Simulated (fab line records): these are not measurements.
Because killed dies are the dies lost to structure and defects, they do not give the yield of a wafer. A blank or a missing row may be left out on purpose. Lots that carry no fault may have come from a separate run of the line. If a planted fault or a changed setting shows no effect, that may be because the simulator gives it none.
A struck lot beside a sound one ; flow rit-cmos ; 20 steps out of a route of 202
Sound: the wafers L207.1, L207.2, L207.3. The struck wafers were L196.3, L196.5, L196.6. The cause is named last.
Per side, at each step with rows, come the tool, then ch with its chambers, and then its first start. Under that, the readings that differ: sound wafers ; struck wafers ; difference of the means ; sigmas: that difference in standard deviations of wafers without a fault.
alike: readings with means less than 2 such deviations apart, plus words and numbers identical on both sides. not compared: withheld readings, readings lacking a value on some wafer, bounds such as >300 that could conceal the same value, and numbers that have no deviation in the record and whose values overlap.
A row with sigmas, a row that says differs or no value, or rows on one side alone: a step with any of these is where the two part. Numbers that have no deviation but don't overlap get no sigmas and don't part them. A reading missing from all wafers of one side parts the sides only when that side holds two or more wafers.

RIT_CONTACT_CD_MEAS_08: the cd target is 1000 nm.
  sound: cd-sem-02 at day 7 03:35; struck: cd-sem-02 at day 5 01:47
  alike: cd-nm
RIT_CONTACT_OVL_MEAS_09:
  sound: overlay-01 at day 7 03:43; struck: overlay-01 at day 5 01:52
  alike: CONTACT_OVL
then, 1 step without rows for these wafers: RIT_CONTACT_HARDBAKE_10 (time 60 s).
RIT_CONTACT_ETCH_11: etches SiO2 in CHF3/CF4/Ar, stops on TiSi2, target depth 480 nm, time 320 s.
  sound on rie-diel-04 ch 0,2,3, day 7 03:53; struck on rie-diel-04 ch 0,1,2, day 5 02:02
  alike: CHF3_flow_sccm, cf4-flow-sccm, chamber-pressure-mTorr, drypump-motor-current-A, oes-product-au, throttle-valve-pct
  not compared: rf-hours-counter-h
RIT_CONTACT_STRIP_12: strips in O2, time 180 s.
  sound on plasma-asher-04 ch 0,1, day 7 04:05; struck on plasma-asher-03 ch 0,1, day 5 02:17
  alike: chamber-pressure-mTorr, drypump-motor-current-A
  not compared: rf-hours-counter-h
RIT_CONTACT_CD_MEAS_90: the cd target is 1000 nm.
  sound: cd-sem-01 at day 7 04:16; struck: cd-sem-01 at day 5 02:27
  alike: cd-nm
then, 2 steps without rows for these wafers: RIT_CONTACT_CLEAN_13 (cleans in SC1, time 600 s); RIT_CONTACT_CLEAN_14 (cleans in SC2, time 600 s).
RIT_M1_SPUTTER_00: material Al, target thk 400 nm, time 500 s.
  sound: pvd-sputter-01 at day 7 04:44; struck: pvd-sputter-01 at day 5 02:53
  alike: throttle-valve-pct
RIT_M1_RS_MEAS_01: uses a four-point probe to measure.
  sound: film-metro-02 at day 7 05:02; struck: film-metro-02 at day 5 03:13
  alike: M1_AL_RS
RIT_M1_THK_MEAS_02: measures by xrf.
  sound: film-metro-02 at day 7 05:09; struck: film-metro-02 at day 5 03:19
  alike: M1_AL_THK
then, 1 step without rows for these wafers: RIT_M1_HMDS_03 (prime time 60 s).
RIT_M1_COAT_04: resist thk 1300 nm.
  sound on litho-track-01 ch 0, day 7 05:22; struck on litho-track-02, day 5 03:34
  no value came back on the struck wafers for chill-plate-temp-C (C), dispense-pressure-kPa (kPa); on the sound wafers chill-plate-temp-C (C) reads 23.08 23.18 23.33
then, 4 steps without rows for these wafers: RIT_M1_SOFTBAKE_05 (time 60 s); RIT_M1_EXPOSE_06 (exposes mask M12, target cd 2600 nm); RIT_M1_PEB_07; RIT_M1_DEVELOP_08 (develop time 68 s).
RIT_M1_CD_MEAS_09: the cd target is 2600 nm.
  sound: cd-sem-01 at day 7 06:05; struck: cd-sem-01 at day 5 04:17
reading;sound;struck;difference;sigmas
cd-nm (nm);2600.9 2599.0 2600.3;- - -;no value on the struck wafers;
RIT_M1_OVL_MEAS_10:
  sound: overlay-01 at day 7 06:13; struck: overlay-02 at day 5 04:22
reading;sound;struck;difference;sigmas
M1_OVL (nm);0.2 1.8 1.1;- - -;no value on the struck wafers;
RIT_M1_PROBE_99:
  sound: prober-02 at day 7 08:45; struck: prober-01 at day 5 07:01
reading;sound;struck;difference;sigmas
defect-limited-yield (%);97.0 98.5 97.3;0 0 0;-98;-81
killed_at_M0_to_M3;0 0 0;260 259 257;+259;
killed-dies;8 4 7;264 264 264;+258;+78
killed-on-rim;2 1 1;70 70 70;+69;+49
sort_bin_5_function (%);1.5 1.1 1.1;99.2 98.9 97.7;+97.4;+99 or more
sort-n-pass;256 260 257;0 0 0;-258;-78
sort-yield-pct (%);97.0 98.5 97.3;0 0 0;-98;-81
  alike: killed-at-front-end, killed-open, killed-short, sort_bin_3_pad_short, sort_bin_6_memory

WHERE THEY PART
Last at RIT_M1_PROBE_99 as far as this record goes, first at RIT_M1_COAT_04.

WHY: what had been put in by the simulator
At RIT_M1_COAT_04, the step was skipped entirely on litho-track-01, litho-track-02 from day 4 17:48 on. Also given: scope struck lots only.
